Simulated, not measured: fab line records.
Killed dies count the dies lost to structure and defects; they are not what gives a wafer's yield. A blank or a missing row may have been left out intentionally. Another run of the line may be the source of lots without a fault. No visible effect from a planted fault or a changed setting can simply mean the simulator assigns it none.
Struck lot and sound lot, side by side    flow rit_cmos    29 out of 202 route steps
Sound: these wafers, L504.1, L504.3, L504.4. Wafers struck: L495.1, L495.3, L495.4. The cause comes at the end.
Per side, at each step with rows, come the tool, then ch with its chambers, and then its first start. Under that, the readings that differ: sound wafers    struck wafers    difference of the means    sigmas: that difference in standard deviations of wafers without a fault.
alike: readings whose means differ by less than 2 such deviations, and words and numbers that are the same on both sides. not compared: withheld readings, readings that some wafer has no value for, bounds like >300 that may hide the same value, and numbers for which the record gives no deviation and whose values overlap.
The two part at a step that has a row with sigmas, a row that says differs or no value, or rows on one side only. When numbers do not overlap yet have no deviation, they are printed without sigmas and do not part them. A reading that every wafer of one side lacks parts them only if that side has two wafers or more.

RIT_FOX2_THK_MEAS_01:
  sound: film_metro-04 at day 5 23:04; struck: film_metro-04 at day 4 02:16
reading              sound        struck       difference  sigmas
FOX2_OXIDE_THK (nm)  351 348 353  364 365 375  +17         +3
then, 2 steps without rows for these wafers: RIT_FOX2_CLEAN_02 (cleans in dHF, time 180 s); RIT_FOX2_WET_ETCH_03 (etches Si3N4 in H3PO4, target depth 195 nm, time 2700 s).
RIT_FOX2_THK_MEAS_90:
  sound: film_metro-01 at day 5 23:56; struck: film_metro-04 at day 4 03:08
reading                      sound        struck       difference  sigmas
FIELD_OXIDE_LEFT_1_THK (nm)  323 321 326  336 338 348  +17         +3
then, 6 steps without rows for these wafers: RIT_NWELL_HMDS_00 (prime time 60 s); RIT_NWELL_COAT_01 (resist thk 1300 nm); RIT_NWELL_SOFTBAKE_02 (time 60 s); RIT_NWELL_EXPOSE_03 (exposes mask M2, target cd 43900 nm); RIT_NWELL_PEB_04; RIT_NWELL_DEVELOP_05 (develop time 68 s).
RIT_NWELL_OVL_MEAS_06:
  sound: overlay-02 at day 6 01:00; struck: overlay-02 at day 4 04:10
  alike: NWELL_OVL
then, 1 step without rows for these wafers: RIT_NWELL_HARDBAKE_07 (time 120 s).
RIT_NWELL_IMPLANT_08:
  sound on implanter-02 ch 0, day 6 01:17; struck on implanter-04 ch 0, day 4 04:27
reading             sound                          struck                        difference  sigmas
dose_ions_cm2       5.001e+13 4.998e+13 5.012e+13  4.81e+13 4.805e+13 4.803e+13  -1.98e+12   -35
faraday_current_uA  164 163 157                    158 151 152                   -8          -2
  alike: end_station_pressure_torr
RIT_NWELL_STRIP_09: strips in O2, time 180 s.
  sound on plasma_asher-04 ch 0,1, day 6 01:26; struck on plasma_asher-03 ch 0,1, day 4 04:36
  alike: drypump_motor_current_A
  not compared: rf_hours_counter_h
RIT_NWELL_TW_MEAS_10:
  sound: film_metro-02 at day 6 01:37; struck: film_metro-02 at day 4 04:46
reading   sound           struck          difference  sigmas
NWELL_TW  2168 2161 2172  2111 2126 2123  -47         -2
then, 6 steps without rows for these wafers: RIT_PWELL_HMDS_00 (prime time 60 s); RIT_PWELL_COAT_01 (resist thk 1300 nm); RIT_PWELL_SOFTBAKE_02 (time 60 s); RIT_PWELL_EXPOSE_03 (exposes mask M3, target cd 43700 nm); RIT_PWELL_PEB_04; RIT_PWELL_DEVELOP_05 (develop time 68 s).
RIT_PWELL_OVL_MEAS_06:
  sound: overlay-02 at day 6 02:34; struck: overlay-01 at day 4 05:50
  alike: PWELL_OVL
then, 2 steps without rows for these wafers: RIT_PWELL_HARDBAKE_07 (time 120 s); RIT_PWELL_IMPLANT_08.
RIT_PWELL_STRIP_09: strips in O2, time 180 s.
  sound on plasma_asher-02 ch 0,1, day 6 02:59; struck on plasma_asher-03 ch 0,1, day 4 06:16
  alike: drypump_motor_current_A
  not compared: rf_hours_counter_h
RIT_PWELL_TW_MEAS_10:
  sound: film_metro-02 at day 6 03:10; struck: film_metro-04 at day 4 06:27
  alike: PWELL_TW
then, 1 step without rows for these wafers: RIT_WELLDRIVE_ANNEAL_00 (time 14700 s).
RIT_WELLDRIVE_RS_MEAS_01: a four-point-probe measurement.
  sound: film_metro-04 at day 6 08:19; struck: film_metro-04 at day 4 12:17
reading            sound              struck             difference  sigmas
NWELL_RS (ohm/sq)  275.3 275.6 275.4  282.9 281.7 283.2  +7.2        +8
RIT_WELLDRIVE_RS_MEAS_02: a four-point-probe measurement.
  sound: film_metro-04 at day 6 08:26; struck: film_metro-04 at day 4 12:24
  alike: PWELL_RS

== WHERE THEY PART ==
First at RIT_FOX2_THK_MEAS_01; last, within this record, at RIT_WELLDRIVE_RS_MEAS_01. Later steps at which nothing parts them and some readings are alike: RIT_WELLDRIVE_RS_MEAS_02.

WHY: the cause the simulator had injected
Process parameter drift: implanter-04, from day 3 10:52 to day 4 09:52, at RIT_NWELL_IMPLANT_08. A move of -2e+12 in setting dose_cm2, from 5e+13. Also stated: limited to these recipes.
